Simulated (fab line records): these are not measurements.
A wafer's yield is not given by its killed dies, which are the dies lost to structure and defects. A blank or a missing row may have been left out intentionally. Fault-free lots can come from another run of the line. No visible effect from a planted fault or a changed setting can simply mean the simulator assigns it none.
fab line records + flow berkeley_cmos170
record:
- lots: 5
- wafers: 15
- last_day: 11
route steps=331 shown M1@246 V1@254
lots with no fault: from the same line, run without faults
start_h: hours from the record's opening day to when the first of the lot's shown wafers began + wait_h: how many hours have passed since the lot's step before this one + " repeats the value in the row above + L1.1+2: one row covering several wafers at once + - either no value or no given start + * or withheld: withheld + < > ~ a bound
route shown NAME@n: names a module that has steps shown in the file, with the first one's number in the route + usual: mean and standard deviation over wafers with no fault + same: alike in all rows + chamber/n: place in a boat + sites: each site's reading + _std_site: the values' standard deviation + _edge_site: outer sites' mean less inner sites' + radius_mm: for every site, how far away it sits from the centre of the wafer + mask NAME#n: copy n + behind: the last tool/chamber to shape the wafer + hold: what put the lot on hold/how long, in hours/how the hold closed + device: the n, p or np transistor that did not switch + end of line: at the end of the route, the tests of the same wafers + a step given without rows: its recipe and nothing more + killed: the dies lost at the first sort to structure and to defects; this is not the yield of the wafer + map: dies across one wafer; x = killed, . = not, _ = none there
set.NAME: the setting the step ran with; set.NAME@STEP: the setting that earlier step ran with + model.NAME: the simulator's own value behind a step, which no gauge read
lots at selected steps of the route; one table per step, one row per wafer
services: from which hour (start_h, from the record's first day; less than 0 if before it) a tool's chamber was out of use, for how many hours, and why
== steps ==
step: UCB170_M1_DEVELOP_08
recipe:
- developer: TMAH
- develop_time_s: 45
- resist: KrF
- dev_temp_c: 21
usual:
- exhaust_pa: 45.0/0.87
| lot.wafer | tool           | chamber | start_h | wait_h | exhaust_pa |
|-----------|----------------|---------|---------|--------|------------|
| L077.2    | litho_track-02 | 0       | -       | -      | 44.5       |
| L077.4    | "              | 0       | "       | "      | 45.4       |
| L077.6    | "              | 0       | "       | "      | 45.3       |
| L082.2    | litho_track-04 | 0       | -       | -      | 44.6       |
| L082.3    | "              | 0       | "       | "      | 45.2       |
| L082.6    | "              | 0       | "       | "      | 46.1       |
| L085.1    | litho_track-03 | 0       | -       | -      | 44.7       |
| L085.4    | "              | 0       | "       | "      | 45.9       |
| L085.6    | "              | 0       | "       | "      | 45.6       |
| L092.1    | litho_track-04 | 0       | -       | -      | 45.0       |
| L092.3    | "              | 0       | "       | "      | 42.1       |
| L092.6    | "              | 0       | "       | "      | 43.0       |
| L095.3    | litho_track-02 | 0       | -       | -      | 45.7       |
| L095.5    | "              | 0       | "       | "      | 45.0       |
| L095.6    | "              | 0       | "       | "      | 46.0       |
step: UCB170_M1_CD_MEAS_09
recipe:
- target_cd_nm: 700
usual:
- cd_nm: 700.5/1.6
| lot.wafer | tool      | chamber | start_h | wait_h | cd_nm |
|-----------|-----------|---------|---------|--------|-------|
| L077.2    | cd_sem-01 | -       | 172.93  | -      | 701.5 |
| L077.4    | "         | -       | "       | "      | 703.1 |
| L077.6    | "         | -       | "       | "      | 700.3 |
| L082.2    | cd_sem-02 | -       | 198.57  | -      | 700.7 |
| L082.3    | "         | -       | "       | "      | 701.3 |
| L082.6    | "         | -       | "       | "      | 701.1 |
| L085.1    | cd_sem-01 | -       | 209.79  | -      | 700.5 |
| L085.4    | "         | -       | "       | "      | 700.3 |
| L085.6    | "         | -       | "       | "      | 701.5 |
| L092.1    | cd_sem-01 | -       | 227.09  | -      | 701.1 |
| L092.3    | "         | -       | "       | "      | 701.0 |
| L092.6    | "         | -       | "       | "      | 700.2 |
| L095.3    | cd_sem-02 | -       | 252.01  | -      | 701.3 |
| L095.5    | "         | -       | "       | "      | 702.7 |
| L095.6    | "         | -       | "       | "      | 701.1 |
step: UCB170_M1_OVL_MEAS_10
usual:
- M1_OVL: 3/5
| lot.wafer | tool       | chamber | start_h | wait_h | M1_OVL[nm] |
|-----------|------------|---------|---------|--------|------------|
| L077.2    | overlay-02 | -       | 173.04  | 0.1    | -12        |
| L077.4    | "          | -       | "       | "      | -5         |
| L077.6    | "          | -       | "       | "      | -6         |
| L082.2    | overlay-01 | -       | 198.68  | 0.1    | 10         |
| L082.3    | "          | -       | "       | "      | 3          |
| L082.6    | "          | -       | "       | "      | 6          |
| L085.1    | overlay-02 | -       | 209.91  | 0.1    | 5          |
| L085.4    | "          | -       | "       | "      | 3          |
| L085.6    | "          | -       | "       | "      | 7          |
| L092.1    | overlay-02 | -       | 227.21  | 0.1    | 2          |
| L092.3    | "          | -       | "       | "      | 3          |
| L092.6    | "          | -       | "       | "      | 9          |
| L095.3    | overlay-02 | -       | 252.10  | 0.1    | 1          |
| L095.5    | "          | -       | "       | "      | -4         |
| L095.6    | "          | -       | "       | "      | 2          |
step: UCB170_M1_ETCH_11
recipe:
- chemistry: N2/H2
- target_depth_a: withheld
- overetch_a: withheld
- target: BARC
- time_s: withheld
- source_w: 500
- bias_w: 100
- pressure_mtorr: 30
- n2_flow_sccm: 100
- h2_flow_sccm: 200
usual:
- drypump_motor_current_A: 5.58/0.27
- n2_flow_sccm: 100.01/0.3
- oes_product_au: 1.003/0.018
- throttle_valve_pct: 13.22/0.21
| lot.wafer | tool        | chamber | start_h | wait_h | drypump_motor_current_A | n2_flow_sccm | oes_product_au | throttle_valve_pct |
|-----------|-------------|---------|---------|--------|-------------------------|--------------|----------------|--------------------|
| L077.2    | rie_diel-03 | 2       | 173.07  | 0.0    | 5.21                    | 99.64        | 1.008          | 13.21              |
| L077.4    | "           | 0       | "       | "      | 5.42                    | 100.17       | 0.981          | 13.06              |
| L077.6    | "           | 3       | "       | "      | 5.59                    | 99.30        | 1.001          | 13.00              |
| L082.2    | rie_diel-02 | 0       | 198.71  | 0.0    | 5.68                    | 100.44       | 1.001          | 13.06              |
| L082.3    | "           | 3       | "       | "      | 5.44                    | 99.85        | 1.035          | 13.13              |
| L082.6    | "           | 0       | "       | "      | 5.70                    | 99.83        | 0.995          | 13.06              |
| L085.1    | rie_diel-03 | 3       | 209.95  | 0.0    | 5.59                    | 100.04       | 0.997          | 12.98              |
| L085.4    | "           | 0       | "       | "      | 5.43                    | 100.21       | 0.993          | 13.06              |
| L085.6    | "           | 0       | "       | "      | 5.39                    | 100.10       | 0.980          | 13.06              |
| L092.1    | rie_diel-04 | 0       | 227.25  | 0.0    | 5.87                    | 100.38       | 0.991          | 13.55              |
| L092.3    | "           | 2       | "       | "      | 5.79                    | 100.01       | 1.008          | 13.68              |
| L092.6    | "           | 2       | "       | "      | 5.81                    | 99.84        | 1.007          | 13.71              |
| L095.3    | rie_diel-04 | 2       | 252.12  | 0.0    | 5.79                    | 100.18       | 1.006          | 13.71              |
| L095.5    | "           | 1       | "       | "      | 5.31                    | 99.94        | 0.987          | 13.27              |
| L095.6    | "           | 2       | "       | "      | 5.80                    | 100.02       | 0.999          | 13.68              |
step: UCB170_M1_METAL_ETCH_12
recipe:
- chemistry: Cl2/BCl3
- target: Al
- stop_on: PSG
- pressure_mtorr: 12
- target_depth_a: 7800
- over_etch_frac: 0.3
- time_s: 130
- icp_w: 600
- bias_w: 120
- Cl2_flow_sccm: 90
- bcl3_flow_sccm: 45
usual:
- drypump_motor_current_A: 5.8/0.51
- oes_product_au: 0.853/0.012
- throttle_valve_pct: 24.34/0.11
| lot.wafer | tool         | chamber | start_h | wait_h | drypump_motor_current_A | oes_product_au | rf_hours_counter_h | throttle_valve_pct |
|-----------|--------------|---------|---------|--------|-------------------------|----------------|--------------------|--------------------|
| L077.2    | rie_metal-02 | 0       | 173.11  | -      | 5.5                     | 0.864          | 9                  | 24.47              |
| L077.4    | "            | 0       | "       | "      | 5.5                     | 0.862          | -                  | 24.47              |
| L077.6    | "            | 0       | "       | "      | 5.5                     | 0.845          | -                  | 24.45              |
| L082.2    | rie_metal-02 | 0       | 198.75  | -      | 5.5                     | 0.846          | 9                  | 24.45              |
| L082.3    | "            | 0       | "       | "      | 5.5                     | 0.850          | -                  | 24.46              |
| L082.6    | "            | 1       | "       | "      | 4.9                     | 0.867          | -                  | 24.45              |
| L085.1    | rie_metal-04 | 1       | 209.99  | -      | 5.8                     | 0.860          | 7                  | 24.22              |
| L085.4    | "            | 1       | "       | "      | 5.8                     | 0.856          | -                  | 24.23              |
| L085.6    | "            | 1       | "       | "      | 5.8                     | 0.855          | -                  | 24.23              |
| L092.1    | rie_metal-01 | 0       | 227.29  | -      | 5.9                     | 0.833          | 4                  | 24.52              |
| L092.3    | "            | 1       | "       | "      | 6.0                     | 0.835          | -                  | 24.22              |
| L092.6    | "            | 0       | "       | "      | 5.9                     | 0.816          | -                  | 24.53              |
| L095.3    | rie_metal-04 | 0       | 252.21  | -      | 6.5                     | 0.848          | -                  | 24.26              |
| L095.5    | "            | 1       | "       | "      | 5.8                     | 0.849          | -                  | 24.22              |
| L095.6    | "            | 0       | "       | "      | 6.5                     | 0.851          | -                  | 24.28              |
step: UCB170_M1_STRIP_13
recipe:
- chemistry: O2
- power_w: 400
- pressure_mtorr: 3500
- platen_temp_c: withheld
- o2_flow_sccm: 400
- overash_fraction: 0.5
usual:
- drypump_motor_current_A: 5.9/0.59
- o2_flow_sccm: 399.6/1.2
- oes_product_au: 0.720/0.0044
| lot.wafer | tool            | chamber | start_h | wait_h | drypump_motor_current_A | o2_flow_sccm | oes_product_au | rf_hours_counter_h |
|-----------|-----------------|---------|---------|--------|-------------------------|--------------|----------------|--------------------|
| L077.2    | plasma_asher-04 | 0       | 173.25  | 0.1    | 6.5                     | 401.7        | 0.716          | 37                 |
| L077.4    | "               | 0       | "       | "      | 6.6                     | 401.1        | 0.717          | -                  |
| L077.6    | "               | 0       | "       | "      | 6.5                     | 399.3        | 0.723          | -                  |
| L082.2    | plasma_asher-03 | 0       | 198.89  | 0.1    | 5.9                     | 400.8        | 0.720          | 51                 |
| L082.3    | "               | 1       | "       | "      | 5.8                     | 398.0        | 0.728          | -                  |
| L082.6    | "               | 0       | "       | "      | 5.9                     | 400.1        | 0.723          | -                  |
| L085.1    | plasma_asher-03 | 1       | 210.12  | 0.1    | 5.9                     | 399.9        | 0.720          | 52                 |
| L085.4    | "               | 0       | "       | "      | 5.9                     | 401.2        | 0.721          | -                  |
| L085.6    | "               | 1       | "       | "      | 5.8                     | 396.9        | 0.730          | -                  |
| L092.1    | plasma_asher-02 | 1       | 227.42  | 0.1    | 5.2                     | 400.1        | 0.722          | 13                 |
| L092.3    | "               | 0       | "       | "      | 6.8                     | 399.1        | 0.718          | -                  |
| L092.6    | "               | 1       | "       | "      | 5.2                     | 398.7        | 0.719          | -                  |
| L095.3    | plasma_asher-03 | 1       | 252.33  | 0.1    | 5.8                     | 399.7        | 0.720          | -                  |
| L095.5    | "               | 1       | "       | "      | 5.8                     | 398.3        | 0.719          | -                  |
| L095.6    | "               | 0       | "       | "      | 5.9                     | 400.0        | 0.723          | -                  |
step: UCB170_M1_CD_MEAS_90
recipe:
- target_cd_nm: 700
usual:
- cd_nm: 700.9/2.1
| lot.wafer | tool      | chamber | start_h | wait_h | cd_nm |
|-----------|-----------|---------|---------|--------|-------|
| L077.2    | cd_sem-02 | -       | 173.37  | 0.1    | 700.8 |
| L077.4    | "         | -       | "       | "      | 701.6 |
| L077.6    | "         | -       | "       | "      | 702.9 |
| L082.2    | cd_sem-01 | -       | 199.01  | 0.1    | 700.4 |
| L082.3    | "         | -       | "       | "      | 701.4 |
| L082.6    | "         | -       | "       | "      | 701.8 |
| L085.1    | cd_sem-01 | -       | 210.22  | 0.1    | 702.3 |
| L085.4    | "         | -       | "       | "      | 701.7 |
| L085.6    | "         | -       | "       | "      | 702.0 |
| L092.1    | cd_sem-01 | -       | 227.52  | 0.1    | 699.9 |
| L092.3    | "         | -       | "       | "      | 699.4 |
| L092.6    | "         | -       | "       | "      | 700.4 |
| L095.3    | cd_sem-01 | -       | 252.44  | 0.1    | 704.1 |
| L095.5    | "         | -       | "       | "      | 706.7 |
| L095.6    | "         | -       | "       | "      | 705.0 |
step: UCB170_M1_ANNEAL_14
recipe:
- temp_c: 400
- time_s: 1200
- ambient: forming_gas
usual:
- spike_tc_source_C: 420.1/2
- tube_center_temp_C: 400/0.036
| lot.wafer | tool | chamber | start_h | wait_h | spike_tc_source_C | tube_center_temp_C |
|-----------|------|---------|---------|--------|-------------------|--------------------|
| L077.2    | -    | -       | 175.08  | 1.7    | 419.6             | 400.04             |
| L077.4    | "    | -       | "       | "      | 418.0             | 400.01             |
| L077.6    | "    | -       | "       | "      | 418.0             | 399.97             |
| L082.2    | -    | -       | 203.78  | 4.8    | 417.8             | 400.01             |
| L082.3    | "    | -       | "       | "      | 419.3             | 399.97             |
| L082.6    | "    | -       | "       | "      | 417.5             | 400                |
| L085.1    | -    | -       | 211.51  | 1.3    | 423.2             | 400                |
| L085.4    | "    | -       | "       | "      | 424.0             | 399.96             |
| L085.6    | "    | -       | "       | "      | 423.7             | 399.96             |
| L092.1    | -    | -       | 231.70  | 4.2    | 421.5             | 399.92             |
| L092.3    | "    | -       | "       | "      | 420.5             | 399.98             |
| L092.6    | "    | -       | "       | "      | 419.5             | 399.97             |
| L095.3    | -    | -       | 256.20  | 3.7    | 419.1             | 400.03             |
| L095.5    | "    | -       | "       | "      | 418.5             | 400                |
| L095.6    | "    | -       | "       | "      | 419.1             | 399.99             |
step: UCB170_V1_CVD_00
recipe:
- material: SiO2
- target_thk_nm: 2000
- temp_c: 390
- precursor: TEOS/O2
- time_s: 250
- rf_w: 550
- pressure_mtorr: 9000
usual:
- heater_power_w: 266/52
- susceptor_temp_C: 389.98/0.22
| lot.wafer | tool     | chamber | start_h | wait_h | heater_power_w | susceptor_temp_C |
|-----------|----------|---------|---------|--------|----------------|------------------|
| L077.2    | pecvd-02 | 1       | 176.41  | 0.0    | 305            | 389.84           |
| L077.4    | "        | 0       | "       | "      | 189            | 389.86           |
| L077.6    | "        | 2       | "       | "      | 213            | 389.66           |
| L082.2    | pecvd-01 | 1       | 205.11  | 0.0    | 286            | 390.13           |
| L082.3    | "        | 0       | "       | "      | 386            | 390.00           |
| L082.6    | "        | 1       | "       | "      | 366            | 390.09           |
| L085.1    | pecvd-01 | 2       | 212.84  | 0.0    | 304            | 389.61           |
| L085.4    | "        | 1       | "       | "      | 259            | 389.81           |
| L085.6    | "        | 2       | "       | "      | 209            | 389.49           |
| L092.1    | pecvd-03 | 1       | 233.03  | 0.0    | 190            | 389.76           |
| L092.3    | "        | 0       | "       | "      | 251            | 389.91           |
| L092.6    | "        | 1       | "       | "      | 261            | 389.26           |
| L095.3    | pecvd-02 | 1       | 257.53  | 0.0    | 261            | 390.32           |
| L095.5    | "        | 0       | "       | "      | 201            | 389.68           |
| L095.6    | "        | 2       | "       | "      | 195            | 389.78           |
step: UCB170_V1_THK_MEAS_01
recipe:
- reads: SiO2_of_V1_CVD_00
usual:
- V1_TEOS_THK: 2003/25
| lot.wafer | tool          | chamber | start_h | wait_h | V1_TEOS_THK[nm] |
|-----------|---------------|---------|---------|--------|-----------------|
| L077.2    | film_metro-04 | -       | 176.58  | 0.1    | 1987            |
| L077.4    | "             | -       | "       | "      | 2024            |
| L077.6    | "             | -       | "       | "      | 2034            |
| L082.2    | film_metro-01 | -       | 205.28  | 0.1    | 2025            |
| L082.3    | "             | -       | "       | "      | 2008            |
| L082.6    | "             | -       | "       | "      | 2041            |
| L085.1    | film_metro-04 | -       | 213.00  | 0.1    | 1999            |
| L085.4    | "             | -       | "       | "      | 2055            |
| L085.6    | "             | -       | "       | "      | 2035            |
| L092.1    | film_metro-04 | -       | 233.18  | 0.1    | 1996            |
| L092.3    | "             | -       | "       | "      | 1976            |
| L092.6    | "             | -       | "       | "      | 2007            |
| L095.3    | film_metro-04 | -       | 257.70  | 0.1    | 1981            |
| L095.5    | "             | -       | "       | "      | 2051            |
| L095.6    | "             | -       | "       | "      | 2015            |
step: UCB170_V1_CMP_02
recipe:
- material: SiO2
- down_force_psi: 6
- platen_rpm: 60
- pad_velocity_m_s: 0.75398
usual:
- motor_current_A: 16.3/1.3
- slurry_flow_ml_min: 150.0/0.46
| lot.wafer | tool   | chamber | start_h | wait_h | motor_current_A | slurry_flow_ml_min |
|-----------|--------|---------|---------|--------|-----------------|--------------------|
| L077.4    | cmp-02 | 1       | 176.63  | 0.0    | 14.7            | 150.1              |
| L077.2    | "      | 2       | "       | "      | 18.2            | 150.9              |
| L077.6    | "      | 1       | "       | "      | 14.3            | 150.9              |
| L082.3    | cmp-02 | 2       | 205.38  | 0.1    | 17.5            | 150.5              |
| L082.2    | "      | 0       | "       | "      | 16.8            | 150.4              |
| L082.6    | "      | 1       | "       | "      | 13.9            | 149.6              |
| L085.1    | cmp-02 | 2       | 213.06  | 0.1    | 17.5            | 150.1              |
| L085.4    | "      | 1       | "       | "      | 15.0            | 149.7              |
| L085.6    | "      | 2       | "       | "      | 18.3            | 149.8              |
| L092.3    | cmp-01 | 0       | 233.59  | 0.4    | 14.6            | 149.7              |
| L092.1    | "      | 2       | "       | "      | 16.4            | 150.0              |
| L092.6    | "      | 0       | "       | "      | 14.5            | 150.1              |
| L095.3    | cmp-01 | 3       | 257.74  | 0.0    | 17.9            | 150.1              |
| L095.5    | "      | 3       | "       | "      | 17.4            | 149.9              |
| L095.6    | "      | 0       | "       | "      | 14.2            | 150.7              |
step: UCB170_V1_BOW_MEAS_03
recipe:
- mode: bow
usual:
- V1_BOW: 17/6.2
| lot.wafer | tool          | chamber | start_h | wait_h | V1_BOW[um] |
|-----------|---------------|---------|---------|--------|------------|
| L077.2    | film_metro-04 | -       | 176.95  | 0.2    | 18         |
| L077.4    | "             | -       | "       | "      | 19         |
| L077.6    | "             | -       | "       | "      | 8          |
| L082.2    | film_metro-01 | -       | 205.65  | 0.1    | 9          |
| L082.3    | "             | -       | "       | "      | 17         |
| L082.6    | "             | -       | "       | "      | 20         |
| L085.1    | film_metro-03 | -       | 213.36  | 0.2    | 10         |
| L085.4    | "             | -       | "       | "      | 11         |
| L085.6    | "             | -       | "       | "      | 24         |
| L092.1    | film_metro-03 | -       | 233.84  | 0.1    | 9          |
| L092.3    | "             | -       | "       | "      | 23         |
| L092.6    | "             | -       | "       | "      | 13         |
| L095.3    | film_metro-01 | -       | 258.08  | 0.3    | 15         |
| L095.5    | "             | -       | "       | "      | 23         |
| L095.6    | "             | -       | "       | "      | 16         |
step: UCB170_V1_THK_MEAS_04
recipe:
- reads: SiO2_of_V1_CVD_00
usual:
- V1_POLISHED_THK: 999.5/1.4
| lot.wafer | tool          | chamber | start_h | wait_h | V1_POLISHED_THK[nm] |
|-----------|---------------|---------|---------|--------|---------------------|
| L077.2    | film_metro-04 | -       | 177.06  | 0.1    | 999.2               |
| L077.4    | "             | -       | "       | "      | 1002.1              |
| L077.6    | "             | -       | "       | "      | 1001.6              |
| L082.2    | film_metro-01 | -       | 205.76  | 0.1    | 998.7               |
| L082.3    | "             | -       | "       | "      | 998.3               |
| L082.6    | "             | -       | "       | "      | 1001.4              |
| L085.1    | film_metro-03 | -       | 213.48  | 0.1    | 996.5               |
| L085.4    | "             | -       | "       | "      | 1001.0              |
| L085.6    | "             | -       | "       | "      | 997.0               |
| L092.1    | film_metro-03 | -       | 233.96  | 0.1    | 999.5               |
| L092.3    | "             | -       | "       | "      | 999.7               |
| L092.6    | "             | -       | "       | "      | 997.9               |
| L095.3    | film_metro-01 | -       | 258.18  | 0.1    | 997.8               |
| L095.5    | "             | -       | "       | "      | 997.6               |
| L095.6    | "             | -       | "       | "      | 998.2               |
step: UCB170_V1_CLEAN_05
recipe:
- chemistry: DIW
| lot.wafer  | tool         | chamber | start_h | wait_h |
|------------|--------------|---------|---------|--------|
| L077.2+4+6 | wet_bench-01 | 2       | 177.79  | 0.7    |
| L082.2+3+6 | wet_bench-02 | 0       | 205.81  | 0.0    |
| L085.1+4+6 | wet_bench-01 | 3       | 215.21  | 1.7    |
| L092.1+3+6 | wet_bench-03 | 1       | 234.15  | 0.2    |
| L095.3+5+6 | wet_bench-01 | 0       | 258.22  | 0.0    |
step: UCB170_V1_HMDS_06
recipe:
- prime_time_s: 60
- prime_temp_c: 100
usual:
- exhaust_pa: 44.9/0.88
| lot.wafer | tool           | chamber | start_h | wait_h | exhaust_pa |
|-----------|----------------|---------|---------|--------|------------|
| L077.2    | litho_track-01 | 0       | 177.99  | 0.0    | 44.7       |
| L077.4    | "              | 0       | "       | "      | 45.3       |
| L077.6    | "              | 0       | "       | "      | 45.1       |
| L082.2    | litho_track-01 | 0       | 206.52  | 0.5    | 45.2       |
| L082.3    | "              | 0       | "       | "      | 45.0       |
| L082.6    | "              | 0       | "       | "      | 43.9       |
| L085.1    | litho_track-01 | 0       | 215.45  | 0.1    | 45.0       |
| L085.4    | "              | 0       | "       | "      | 45.0       |
| L085.6    | "              | 0       | "       | "      | 45.1       |
| L092.1    | litho_track-01 | 0       | 234.61  | 0.3    | 45.9       |
| L092.3    | "              | 0       | "       | "      | 45.9       |
| L092.6    | "              | 0       | "       | "      | 46.9       |
| L095.3    | litho_track-01 | 0       | 258.45  | 0.1    | 44.1       |
| L095.5    | "              | 0       | "       | "      | 43.9       |
| L095.6    | "              | 0       | "       | "      | 42.6       |
step: UCB170_V1_COAT_07
recipe:
- resist: KrF
- spin_rpm: 1500
- resist_thk_nm: 900
usual:
- exhaust_pa: 45.0/0.89
same:
- dispense_pressure_kPa: 48
| lot.wafer | tool           | chamber | start_h | wait_h | exhaust_pa |
|-----------|----------------|---------|---------|--------|------------|
| L077.2    | litho_track-01 | 0       | 178.14  | 0.1    | 44.3       |
| L077.4    | "              | 0       | "       | "      | 43.9       |
| L077.6    | "              | 0       | "       | "      | 43.4       |
| L082.2    | litho_track-01 | 0       | 206.67  | 0.1    | 43.9       |
| L082.3    | "              | 0       | "       | "      | 44.4       |
| L082.6    | "              | 0       | "       | "      | 45.2       |
| L085.1    | litho_track-01 | 0       | 215.60  | 0.1    | 44.6       |
| L085.4    | "              | 0       | "       | "      | 44.1       |
| L085.6    | "              | 0       | "       | "      | 46.4       |
| L092.1    | litho_track-01 | 0       | 234.76  | 0.1    | 46.1       |
| L092.3    | "              | 0       | "       | "      | 46.2       |
| L092.6    | "              | 0       | "       | "      | 45.5       |
| L095.3    | litho_track-01 | 0       | 258.60  | 0.1    | 44.8       |
| L095.5    | "              | 0       | "       | "      | 45.4       |
| L095.6    | "              | 0       | "       | "      | 44.7       |
step: UCB170_V1_SOFTBAKE_08
recipe:
- resist: KrF
- temp_c: 130
- time_s: 60
usual:
- exhaust_pa: 45.1/0.81
| lot.wafer | tool           | chamber | start_h | wait_h | exhaust_pa |
|-----------|----------------|---------|---------|--------|------------|
| L077.2    | litho_track-01 | 0       | 178.29  | 0.1    | 43.9       |
| L077.4    | "              | 0       | "       | "      | 45.8       |
| L077.6    | "              | 0       | "       | "      | 46.4       |
| L082.2    | litho_track-01 | 0       | 206.82  | 0.1    | 45.8       |
| L082.3    | "              | 0       | "       | "      | 44.7       |
| L082.6    | "              | 0       | "       | "      | 44.7       |
| L085.1    | litho_track-01 | 0       | 215.75  | 0.1    | 44.1       |
| L085.4    | "              | 0       | "       | "      | 45.3       |
| L085.6    | "              | 0       | "       | "      | 44.4       |
| L092.1    | litho_track-01 | 0       | 234.91  | 0.1    | 44.1       |
| L092.3    | "              | 0       | "       | "      | 43.7       |
| L092.6    | "              | 0       | "       | "      | 44.1       |
| L095.3    | litho_track-01 | 0       | 258.75  | 0.1    | 44.4       |
| L095.5    | "              | 0       | "       | "      | 46.4       |
| L095.6    | "              | 0       | "       | "      | 45.7       |
step: UCB170_V1_EXPOSE_09
recipe:
- mask_id: VIA1
- target_cd_nm: 700
- na: 0.5
- sigma_outer: 0.6
- source_shape: conventional
- dose_mj: 37
usual:
- reticle_temp_C: 23.01/0.11
- stage_vel_mm_s: 499.95/0.22
| lot.wafer | tool           | chamber | start_h | wait_h | mask   | reticle_temp_C | stage_vel_mm_s |
|-----------|----------------|---------|---------|--------|--------|----------------|----------------|
| L077.2    | krf_scanner-01 | 0       | 178.43  | 0.1    | VIA1#0 | 23.09          | 500.11         |
| L077.4    | "              | 0       | "       | "      | VIA1#0 | 23.07          | 500.15         |
| L077.6    | "              | 0       | "       | "      | VIA1#0 | 23.11          | 499.92         |
| L082.2    | krf_scanner-02 | 0       | 206.96  | 0.1    | VIA1#0 | 22.85          | 500.06         |
| L082.3    | "              | 0       | "       | "      | VIA1#0 | 22.82          | 500.03         |
| L082.6    | "              | 0       | "       | "      | VIA1#0 | 22.96          | 500.01         |
| L085.1    | krf_scanner-02 | 0       | 216.03  | 0.2    | VIA1#0 | 22.90          | 500.07         |
| L085.4    | "              | 0       | "       | "      | VIA1#0 | 22.93          | 499.91         |
| L085.6    | "              | 0       | "       | "      | VIA1#0 | 22.67          | 500.25         |
| L092.1    | krf_scanner-01 | 0       | 235.18  | 0.2    | VIA1#0 | 22.91          | 500.09         |
| L092.3    | "              | 0       | "       | "      | VIA1#0 | 22.99          | 499.66         |
| L092.6    | "              | 0       | "       | "      | VIA1#0 | 23.01          | 499.52         |
| L095.3    | krf_scanner-01 | 0       | 258.89  | 0.1    | VIA1#0 | 22.98          | 500.04         |
| L095.5    | "              | 0       | "       | "      | VIA1#0 | 23.12          | 500.21         |
| L095.6    | "              | 0       | "       | "      | VIA1#0 | 23.02          | 500.02         |
step: UCB170_V1_PEB_10
recipe:
- peb_temp_c: 130
- peb_time_s: withheld
- resist: KrF
usual:
- exhaust_pa: 44.9/0.89
| lot.wafer | tool           | chamber | start_h | wait_h | exhaust_pa |
|-----------|----------------|---------|---------|--------|------------|
| L077.2    | litho_track-01 | 0       | 178.56  | 0.1    | 43.1       |
| L077.4    | "              | 0       | "       | "      | 45.0       |
| L077.6    | "              | 0       | "       | "      | 44.8       |
| L082.2    | litho_track-01 | 0       | 207.24  | 0.3    | 45.1       |
| L082.3    | "              | 0       | "       | "      | 44.4       |
| L082.6    | "              | 0       | "       | "      | 44.4       |
| L085.1    | litho_track-04 | 0       | 216.14  | 0.1    | 44.9       |
| L085.4    | "              | 0       | "       | "      | 43.2       |
| L085.6    | "              | 0       | "       | "      | 44.0       |
| L092.1    | litho_track-04 | 0       | 235.42  | 0.2    | 44.3       |
| L092.3    | "              | 0       | "       | "      | 45.9       |
| L092.6    | "              | 0       | "       | "      | 45.8       |
| L095.3    | litho_track-04 | 0       | 259.02  | 0.1    | 43.5       |
| L095.5    | "              | 0       | "       | "      | 44.7       |
| L095.6    | "              | 0       | "       | "      | 44.4       |
== services ==
| tool            | chamber | start_h | hours | kind   |
|-----------------|---------|---------|-------|--------|
| furnace-01      | -       | 153.32  | 4.0   | pm     |
| rie_diel-04     | -       | 154.08  | 0.5   | repair |
| plasma_asher-03 | -       | 154.94  | 2.8   | pm     |
| plasma_asher-03 | -       | 163.50  | 9.4   | repair |
| cmp-01          | -       | 165.71  | 1.1   | repair |
| pecvd-01        | 1       | 175.70  | 11.1  | repair |
| krf_scanner-01  | -       | 184.25  | 21.0  | pm     |
| rie_metal-02    | -       | 187.36  | 2.8   | pm     |
| krf_scanner-01  | -       | 205.25  | 3.6   | pm     |
| cmp-01          | -       | 206.32  | 1.5   | repair |
| krf_scanner-01  | -       | 208.17  | 2.9   | repair |
| cmp-01          | -       | 215.03  | 1.7   | repair |
| cmp-01          | -       | 216.70  | 5.3   | pm     |
| pecvd-02        | 2       | 217.74  | 5.2   | repair |
| rie_diel-04     | 1       | 223.93  | 4.5   | repair |
| cmp-02          | -       | 232.02  | 4.0   | pm     |
| plasma_asher-03 | -       | 242.31  | 5.1   | repair |
| pecvd-02        | -       | 242.50  | 14.0  | pm     |
| cmp-01          | -       | 244.99  | 9.1   | repair |
| krf_scanner-02  | -       | 245.21  | 1.0   | pm     |
| krf_scanner-01  | -       | 245.36  | 0.8   | repair |
| pecvd-01        | -       | 253.42  | 0.7   | repair |
| krf_scanner-01  | -       | 253.59  | 0.8   | pm     |
| krf_scanner-01  | -       | 254.34  | 3.0   | pm     |
== key ==
fault none
